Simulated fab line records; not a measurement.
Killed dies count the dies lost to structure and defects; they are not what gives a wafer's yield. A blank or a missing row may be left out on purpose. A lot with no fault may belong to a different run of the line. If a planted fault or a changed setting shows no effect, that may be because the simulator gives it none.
A lot that was struck, set against a sound lot :: flow berkeley-cmos170 :: 23 out of 331 route steps
Sound: wafers L252.3, L252.5, L252.6. Wafers struck: L258.1, L258.2, L258.4. The cause is named last.
Order at every step that has rows: each side's tool, ch and its chambers, its first start. Under that, the readings that differ: sound wafers :: struck wafers :: difference of the means :: sigmas: that difference in standard deviations of wafers without a fault.
alike: readings whose means differ by less than 2 such deviations, and words and numbers that are the same on both sides. not compared: withheld readings, readings that some wafer has no value for, bounds like >300 that may hide the same value, and numbers for which the record gives no deviation and whose values overlap.
A row with sigmas, a row that says differs or no value, or rows on one side alone: a step with any of these is where the two part. When numbers do not overlap yet have no deviation, they are printed without sigmas and do not part them. Lack of a reading on every wafer of one side parts them only where that side has two or more wafers.

first, 6 steps without rows for these wafers: UCB170_ZERO_HMDS_00 (prime time 60 s); UCB170_ZERO_COAT_01 (resist thk 900 nm); UCB170_ZERO_SOFTBAKE_02 (time 60 s); UCB170_ZERO_EXPOSE_03 (exposes mask PM MARKS, target cd 4000 nm); UCB170_ZERO_PEB_04; UCB170_ZERO_DEVELOP_05 (develop time 45 s).
UCB170_ZERO_ETCH_06: etches SiO2 in CHF3/CF4/Ar, time 12 s.
  sound on rie-diel-04 ch 0,3, day 3 01:03; struck on rie-diel-01 ch 0,1,3, day 4 05:14
reading: drypump-motor-current-A (A)
sound: 6.0 6.0 6.4
struck: 5.6 5.0 5.3
difference: -0.8
sigmas: -2
  alike: oes-product-au, throttle-valve-pct
  not compared: rf-hours-counter-h
UCB170_ZERO_STRIP_07: strips in O2.
  sound on plasma-asher-04 ch 0,1, day 3 01:07; struck on plasma-asher-03 ch 0,1, day 4 05:16
reading: strip-time-to-endpoint-s (s)
sound: 21.58 21.50 21.45
struck: 21.41 21.35 21.39
difference: -0.13
sigmas: -2
  alike: drypump-motor-current-A, o2-flow-sccm, oes-product-au
  not compared: rf-hours-counter-h
then, 2 steps without rows for these wafers: UCB170_NWELL_WET_ETCH_00 (etches SiO2 in dHF, time 200 s); UCB170_NWELL_OXIDATION_01 (target thk 26.4 nm, ox time 1260 s).
UCB170_NWELL_THK_MEAS_02:
  sound on film-metro-04 at day 3 09:42; struck on film-metro-01 at day 4 14:50
  alike: NWELL_OXIDE_THK
then, 1 step without rows for these wafers: UCB170_NWELL_ANNEAL_03 (time 900 s).
UCB170_NWELL_CVD_04: deposits Si3N4 from SiH2Cl2/NH3, target thk 224 nm, time 3360 s.
  sound on lpcvd-01 ch 0, day 3 15:16; struck on lpcvd-02 ch 1, day 4 20:52
reading: pressure-mtorr (mTorr)
sound: 200.3 200.8 200.3
struck: 100.6 100.5 100.7
difference: -99.9
sigmas: -99 or more

reading: model.Si3N4_of_NWELL_CVD_04.thk-nm (nm)
sound: 223.8 225.7 225.1
struck: 181.6 183.2 181.6
difference: -42.7
sigmas: 
UCB170_NWELL_THK_MEAS_05:
  sound on film-metro-04 at day 3 17:13; struck on film-metro-01 at day 4 22:48
reading: NWELL_NITRIDE_THK (nm)
sound: 223.9 225.6 225.1
struck: 181.7 183.3 181.6
difference: -42.7
sigmas: -21
then, 6 steps without rows for these wafers: UCB170_NWELL_HMDS_06 (prime time 60 s); UCB170_NWELL_COAT_07 (resist thk 900 nm); UCB170_NWELL_SOFTBAKE_08 (time 60 s); UCB170_NWELL_EXPOSE_09 (exposes mask NWELL, target cd 3000 nm); UCB170_NWELL_PEB_10; UCB170_NWELL_DEVELOP_11 (develop time 45 s).
UCB170_NWELL_OVL_MEAS_12:
  sound on overlay-02 at day 3 18:14; struck on overlay-02 at day 4 23:42
  alike: NWELL_OVL
UCB170_NWELL_ETCH_13: etches Si3N4 in CH3F/Ar/O2, stops on SiO2, target depth 246.4 nm, time 154 s.
  sound on rie-diel-02 ch 0,2,3, day 3 18:15; struck on rie-diel-04 ch 1,2,3, day 4 23:44
reading: oes-product-au (a.u.)
sound: 0.943 0.937 0.949
struck: 0.831 0.830 0.847
difference: -0.107
sigmas: -8

reading: model.etch.depth-nm (nm)
sound: 223.8 225.7 225.1
struck: 181.6 183.2 181.6
difference: -42.7
sigmas: 
  alike: drypump-motor-current-A, throttle-valve-pct
  not compared: rf-hours-counter-h
next, for these wafers, 1 step has no rows: UCB170_NWELL_IMPLANT_14.

== WHERE THEY PART ==
First at UCB170_ZERO_ETCH_06; last, within this record, at UCB170_NWELL_ETCH_13.

WHY: what the simulator had put in
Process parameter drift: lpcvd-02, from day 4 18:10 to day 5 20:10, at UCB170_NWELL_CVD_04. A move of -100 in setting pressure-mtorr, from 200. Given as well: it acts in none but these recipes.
